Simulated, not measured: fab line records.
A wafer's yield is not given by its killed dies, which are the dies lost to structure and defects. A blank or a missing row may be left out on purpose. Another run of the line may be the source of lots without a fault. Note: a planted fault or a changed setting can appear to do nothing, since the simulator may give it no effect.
Commonality check across tools	flow berkeley_cmos170	Sample size 13 lots and 39 wafers

## WHAT PROMPTED THE OPENING
At UCB170_PWELL_TW_MEAS_17 the reading PWELL_TW is flagged on 1 of 13 lots. No-fault wafers: 377, standard deviation 3.6.
Rule: a lot gets a flag if all its wafers with a number sit over 4 standard deviations from that mean, or if no wafer of it has a number. The rest of the lots are taken to be sound.

lot	measured	on	PWELL_TW, wafer by wafer	flag
L542	day 3 12:17	film_metro-03	383 384 381	
L544	day 4 07:04	film_metro-03	381 381 378	
L545	day 4 10:16	film_metro-03	378 379 379	
L546	day 4 10:22	film_metro-03	379 381 379	
L548	day 4 19:35	film_metro-03	379 378 379	
L552	day 5 19:53	film_metro-02	375 374 373	
L551	day 5 19:57	film_metro-01	381 380 382	
L553	day 6 03:10	film_metro-03	383 383 380	
L554	day 6 03:31	film_metro-01	378 377 376	
L556	day 6 11:32	film_metro-01	30 30 30	FLAGGED
L555	day 6 11:38	film_metro-01	378 378 377	
L557	day 6 21:16	film_metro-03	382 383 384	
L564	day 8 01:04	film_metro-01	376 376 377	
The numbers of the flagged lots are 30 on average: -347 against the usual, or -96 standard deviations.

## WHICH TOOL RAN EACH LOT
The record keeps 1 process step preceding the reading, out of 331 steps on the route. Every cell lists first the tool, next ch and the chambers used by the sampled wafers, and last the start.
lot	flag	UCB170_PWELL_EXPOSE_10
L542		krf_scanner-01 ch 0, day 3 11:32
L544		krf_scanner-02 ch 0, day 4 05:51
L545		krf_scanner-02 ch 0, day 4 09:29
L546		krf_scanner-02 ch 0, day 4 09:35
L548		krf_scanner-01 ch 0, day 4 18:44
L552		krf_scanner-01 ch 0, day 5 18:48
L551		krf_scanner-02 ch 0, day 5 19:05
L553		krf_scanner-02 ch 0, day 6 01:41
L554		krf_scanner-01 ch 0, day 6 02:01
L556	FLAGGED	krf_scanner-01 ch 0, day 6 09:56
L555		krf_scanner-01 ch 0, day 6 10:04
L557		krf_scanner-02 ch 0, day 6 20:14
L564		krf_scanner-01 ch 0, day 8 00:17
What these steps do:
- UCB170_PWELL_EXPOSE_10: exposes mask PWELL, target cd 3000 nm.
- UCB170_PWELL_TW_MEAS_17

## FLAGGED OVER TOTAL, TOOL BY TOOL (the gauges that took the reading come last)
step	tool	lots run	flagged	share of the flagged lots	sound lots run after its first flagged lot
UCB170_PWELL_EXPOSE_10	krf_scanner-01	7	1	all	2 (L555,L564)
UCB170_PWELL_EXPOSE_10	krf_scanner-02	6	0	none	-
UCB170_PWELL_TW_MEAS_17	film_metro-01	5	1	all	2 (L555,L564)
UCB170_PWELL_TW_MEAS_17	film_metro-02	1	0	none	-
UCB170_PWELL_TW_MEAS_17	film_metro-03	7	0	none	-

## WHAT THE TABLE PERMITS
2 rows of the table ran every flagged lot: krf_scanner-01 at UCB170_PWELL_EXPOSE_10, film_metro-01 at UCB170_PWELL_TW_MEAS_17.
- krf_scanner-01 at UCB170_PWELL_EXPOSE_10 ran 7 lots, 1 of them flagged. After the first flagged lot (L555, L564), sound lots still ran on it; a lasting fault on the whole tool would not permit that.
- film_metro-01 at UCB170_PWELL_TW_MEAS_17 ran 5 lots, 1 of them flagged. After the first flagged lot (L555, L564), sound lots still ran on it; a lasting fault on the whole tool would not permit that.
No row of the table ran every flagged lot and no sound lot after the first.

## WHAT THE SIMULATOR HAD INSERTED
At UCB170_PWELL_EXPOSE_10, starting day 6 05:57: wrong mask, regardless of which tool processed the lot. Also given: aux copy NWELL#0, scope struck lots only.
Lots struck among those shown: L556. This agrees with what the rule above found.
